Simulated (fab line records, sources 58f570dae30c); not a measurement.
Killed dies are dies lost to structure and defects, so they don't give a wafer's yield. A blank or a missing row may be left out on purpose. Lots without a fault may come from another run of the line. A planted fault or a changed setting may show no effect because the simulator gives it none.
Which tool did it? | flow berkeley_cmos170 | 14 lots, 42 wafers sampled, at 5 steps of a route of 331

WHAT THE GAUGES READ, wafer by wafer
UCB170_PVT_OVL_MEAS_06. Usual: PVT_OVL 1 nm, standard deviation 5.6.
lot  | measured     | on         | PVT_OVL (nm) | flag
L620 | day 6 20:46  | overlay-02 | 3 1 -3       |
L621 | day 6 19:21  | overlay-01 | 5 8 4        |
L625 | day 7 12:44  | overlay-02 | -6 -10 -6    |
L626 | day 8 09:35  | overlay-02 | 9 12 1       |
L629 | day 8 14:32  | overlay-02 | -3 -3 -2     |
L627 | day 8 15:08  | overlay-02 | 5 4 -1       |
L631 | day 8 22:44  | overlay-01 | -1 8 5       |
L637 | day 10 03:44 | overlay-02 | 5 4 1        |
L635 | day 10 03:59 | overlay-02 | 4 10 10      |
L638 | day 10 12:49 | overlay-01 | -9 -4 -4     |
L639 | day 11 02:20 | overlay-02 | -4 3 -3      |
L642 | day 11 11:22 | overlay-02 | 1 -4 5       |
L641 | day 11 11:17 | overlay-01 | -3 3 -2      |
L643 | day 11 20:20 | overlay-02 | 7 7 -2       |

UCB170_GATE_THK_MEAS_05. Usual: GATE_POLY_THK 214.6 nm, standard deviation 2.3.
lot  | measured     | on            | GATE_POLY_THK (nm) | flag
L620 | day 7 09:39  | film_metro-02 | 212.0 210.7 211.4  |
L621 | day 7 09:37  | film_metro-03 | 212.8 212.9 213.9  |
L625 | day 8 01:50  | film_metro-01 | 213.8 216.2 213.5  |
L626 | day 9 04:10  | film_metro-01 | 213.7 216.0 215.0  |
L629 | day 9 04:09  | film_metro-03 | 216.8 217.5 217.8  |
L627 | day 9 04:13  | film_metro-02 | 215.5 214.2 217.5  |
L631 | day 9 14:52  | film_metro-02 | 213.4 214.3 213.9  |
L637 | day 10 19:56 | film_metro-02 | 215.8 215.3 216.2  |
L635 | day 10 19:55 | film_metro-03 | 215.0 216.2 215.7  |
L638 | day 11 03:41 | film_metro-03 | 211.6 212.2 214.0  |
L639 | day 11 20:31 | film_metro-01 | 217.2 216.1 216.0  |
L642 | day 12 09:36 | film_metro-02 | 214.2 214.3 213.4  |
L641 | day 12 09:37 | film_metro-03 | 213.9 214.7 212.0  |
L643 | day 12 17:22 | film_metro-02 | 219.6 219.4 218.4  |

UCB170_SPACER_THK_MEAS_01. Usual: SPACER_TEOS_THK 375 nm, standard deviation 5.1.
lot  | measured     | on            | SPACER_TEOS_THK (nm)    | flag
L620 | day 7 15:35  | film_metro-03 | 371 366 371             |
L621 | day 7 15:26  | film_metro-04 | 371 378 380             |
L625 | day 8 09:08  | film_metro-03 | 371 371 392             |
L626 | day 9 09:27  | film_metro-04 | 385 377 383             |
L629 | day 9 09:43  | film_metro-01 | 372 376 385             |
L627 | day 9 10:08  | film_metro-04 | 372 376 372             |
L631 | day 9 20:24  | film_metro-03 | 374 374 383             |
L637 | day 11 03:10 | film_metro-03 | 371 378 376             |
L635 | day 11 03:32 | film_metro-03 | 371 379 376             |
L638 | day 11 08:40 | film_metro-03 | 287 287 297 287 287 298 | OFF
L639 | day 12 04:10 | film_metro-04 | 288 282 294 288 282 293 | OFF
L642 | day 12 16:38 | film_metro-03 | 370 366 373             |
L641 | day 12 16:12 | film_metro-03 | 374 375 373             |
L643 | day 12 22:51 | film_metro-01 | 376 380 382             |

WHICH TOOL RAN EACH LOT (tool, then ch and the chambers of the sampled wafers, then the start)
lot  | UCB170_NVT_SOFTBAKE_02            | UCB170_SPACER_CVD_00
L620 | litho_track-01 ch 0, day 6 16:01  | pecvd-03 ch 0,2, day 7 15:32
L621 | litho_track-03 ch 0, day 6 16:02  | pecvd-04 ch 0,1, day 7 15:22
L625 | litho_track-03 ch 0, day 7 10:32  | pecvd-01 ch 0,1,2, day 8 09:05
L626 | litho_track-01 ch 0, day 8 05:19  | pecvd-03 ch 0,1,2, day 9 09:24
L629 | litho_track-03 ch 0, day 8 12:31  | pecvd-01 ch 0,2, day 9 09:41
L627 | litho_track-01 ch 0, day 8 12:35  | pecvd-04 ch 0,1,2, day 9 10:04
L631 | litho_track-02 ch 0, day 8 20:20  | pecvd-04 ch 0,1,2, day 9 20:22
L637 | litho_track-01 ch 0, day 9 22:41  | pecvd-03 ch 1,2, day 11 03:07
L635 | litho_track-03 ch 0, day 9 22:50  | pecvd-03 ch 0,1, day 11 03:28
L638 | litho_track-03 ch 0, day 10 06:50 | pecvd-04 ch 0,1,2, day 11 08:37
L639 | litho_track-03 ch 0, day 10 23:02 | pecvd-04 ch 1,2, day 12 04:07
L642 | litho_track-03 ch 0, day 11 06:22 | pecvd-03 ch 0,1,2, day 12 16:35
L641 | litho_track-01 ch 0, day 11 06:27 | pecvd-01 ch 0,1, day 12 16:08
L643 | litho_track-03 ch 0, day 11 17:46 | pecvd-01 ch 0,1, day 12 22:49
- UCB170_NVT_SOFTBAKE_02: time 61.83 s.
- UCB170_SPACER_CVD_00: deposits SiO2 from TEOS/O2, target thk 376 nm, time 47 s.

WHAT THE TOOLS THEMSELVES READ (means of the sampled wafers that have a number; where no wafer has one, the mark that the record gives instead)
UCB170_NVT_SOFTBAKE_02. Usual: plate_sensor_t_centre_C 131.41 C, standard deviation 0.011; plate_sensor_t_edge_C 131.53 C, standard deviation 0.011.
lot  | tool           | plate_sensor_t_centre_C (C) | plate_sensor_t_edge_C (C) | flag
L620 | litho_track-01 | 131.40                      | 131.52                    |
L621 | litho_track-03 | 131.40                      | 131.53                    |
L625 | litho_track-03 | 131.42                      | 131.54                    |
L626 | litho_track-01 | 131.41                      | 131.53                    |
L629 | litho_track-03 | 131.40                      | 131.54                    |
L627 | litho_track-01 | 131.40                      | 131.53                    |
L631 | litho_track-02 | 131.41                      | 131.53                    |
L637 | litho_track-01 | 131.40                      | 131.53                    |
L635 | litho_track-03 | 131.41                      | 131.52                    |
L638 | litho_track-03 | 131.41                      | 131.54                    |
L639 | litho_track-03 | 131.41                      | 131.53                    |
L642 | litho_track-03 | 131.41                      | 131.52                    |
L641 | litho_track-01 | 131.41                      | 131.52                    |
L643 | litho_track-03 | 131.40                      | 131.54                    |

UCB170_SPACER_CVD_00. Usual: heater_power_w 310 W, standard deviation 63; pressure_mtorr 8999 mTorr, standard deviation 17.
lot  | tool     | heater_power_w (W) | pressure_mtorr (mTorr) | flag
L620 | pecvd-03 | 382                | 8982                   |
L621 | pecvd-04 | 243                | 8998                   |
L625 | pecvd-01 | 264                | 9007                   |
L626 | pecvd-03 | 385                | 9006                   |
L629 | pecvd-01 | 265                | 9011                   |
L627 | pecvd-04 | 263                | 8984                   |
L631 | pecvd-04 | 254                | 8998                   |
L637 | pecvd-03 | 351                | 8999                   |
L635 | pecvd-03 | 350                | 9009                   |
L638 | pecvd-04 | 285                | 9003                   |
L639 | pecvd-04 | 300                | 8995                   |
L642 | pecvd-03 | 362                | 8997                   |
L641 | pecvd-01 | 268                | 8985                   |
L643 | pecvd-01 | 270                | 8992                   |

THE ANSWER, worked out from the rows above alone
Rule: a lot is off if the mean of its wafers that have a number lies more than 3 standard deviations from the usual mean. A lot without any number at a reading at which 4 lots or more have one is off too. The other lots that the step has rows for count as sound. The gauges are gone through in route order, then the tools' own readings, and for those a lot's mean is taken as printed above. The first step at which some lot is off is used, and at that step the reading that is off furthest; a lot without a number counts as furthest.
Off: L638, L639, at UCB170_SPACER_THK_MEAS_01 (SPACER_TEOS_THK).
A tool fits if, at a process step before that reading, it ran every lot that is off, and no sound lot after the first of them. The gauges at UCB170_SPACER_THK_MEAS_01 are tried like those tools. One fits: pecvd-04 at UCB170_SPACER_CVD_00. Its last sound lot is L631 (day 9 20:22), its first lot that is off L638 (day 11 08:37): a fault that began between those two fits.

WHAT THE SIMULATOR HAD PUT IN
Site profile drift: pecvd-04, from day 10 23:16 on, at UCB170_SPACER_CVD_00. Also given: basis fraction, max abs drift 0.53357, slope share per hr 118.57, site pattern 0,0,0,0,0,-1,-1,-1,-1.
Lots struck among those shown: L638, L639. The rule above found the same.
